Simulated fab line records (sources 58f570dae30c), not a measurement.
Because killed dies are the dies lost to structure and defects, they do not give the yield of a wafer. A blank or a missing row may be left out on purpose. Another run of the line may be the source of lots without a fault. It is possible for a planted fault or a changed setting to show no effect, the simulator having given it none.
Which tool is to blame? + flow berkeley-cmos170 + 14 lots (42 wafers sampled), 1 step of a 331-step route

## WHAT THE GAUGES SHOWED, per wafer
The record lacks any reading of a measuring or inspecting step that a usual standard deviation could be used to judge.

## WHAT TOOL EACH LOT RAN ON (gives the tool, then ch and the chambers of the sampled wafers, and finally the start)
| lot  | UCB170_V1_PEB_10                  |
|------|-----------------------------------|
| L757 | litho-track-03 ch 0, day 8 00:22  |
| L754 | litho-track-04 ch 0, day 8 00:34  |
| L756 | litho-track-03 ch 0, day 8 00:55  |
| L755 | litho-track-02 ch 0, day 8 02:43  |
| L758 | litho-track-03 ch 0, day 8 07:41  |
| L759 | litho-track-04 ch 0, day 8 07:55  |
| L760 | litho-track-02 ch 0, day 9 02:14  |
| L762 | litho-track-03 ch 0, day 9 06:26  |
| L763 | litho-track-03, day 9 06:44       |
| L764 | litho-track-03, day 9 21:29       |
| L771 | litho-track-03 ch 0, day 11 06:28 |
| L773 | litho-track-03 ch 0, day 12 00:28 |
| L774 | litho-track-03 ch 0, day 12 00:41 |
| L776 | litho-track-03 ch 0, day 12 08:02 |
- UCB170_V1_PEB_10

## AS READ BY THE TOOLS THEMSELVES (means over the sampled wafers that have a number; for cases with no such wafer, the mark the record gives instead)
UCB170_V1_PEB_10.
| lot  | tool           | chill-plate-temp-C (C) | exhaust-pa (Pa) |
|------|----------------|------------------------|-----------------|
| L757 | litho-track-03 | 23.01                  | 45.8            |
| L754 | litho-track-04 | 22.88                  | 45.6            |
| L756 | litho-track-03 | 22.93                  | 45.1            |
| L755 | litho-track-02 | 22.96                  | 44.5            |
| L758 | litho-track-03 | 22.96                  | 45.6            |
| L759 | litho-track-04 | 23.03                  | 45.3            |
| L760 | litho-track-02 | 23.14                  | 44.6            |
| L762 | litho-track-03 | 22.95                  | 44.8            |
| L763 | litho-track-03 | -                      | -               |
| L764 | litho-track-03 | -                      | -               |
| L771 | litho-track-03 | 22.94                  | 45.0            |
| L773 | litho-track-03 | 22.99                  | 44.0            |
| L774 | litho-track-03 | 22.98                  | 45.3            |
| L776 | litho-track-03 | 23.03                  | 45.2            |

## THE ANSWER, worked out from the rows above alone
Rule: usual is defined by the lots themselves. The widest of any qualifying gaps counts: lots, ordered by their means at a reading, are off when they make up no more than a third of the lots, leave a main group of 4 or more, and stand apart from it by 3 or more times the standard deviation of that group's means. Not used: any main group whose means are identical at the precision the tables above print for the reading. Also off: a lot with no number at a reading for which 4 or more lots have one. Any other lot the step has rows for is counted as sound. After the gauges, taken in route order, come the tools' own readings; for these a lot's mean is taken, as printed above. At the first step where some lot is off, the reading lying furthest off is the one used; lots without a number count as furthest.
Off: L763, L764 (UCB170_V1_PEB_10, chill-plate-temp-C). Without a number there: L763, L764. For the main group the mean is 22.98 C and the standard deviation 0.063.
If a tool, at that step or one of the process steps before it, ran each lot that is off and ran no sound lot following the first of them, it fits. None of those tried fits.

## WHAT HAD BEEN PUT IN BY THE SIMULATOR
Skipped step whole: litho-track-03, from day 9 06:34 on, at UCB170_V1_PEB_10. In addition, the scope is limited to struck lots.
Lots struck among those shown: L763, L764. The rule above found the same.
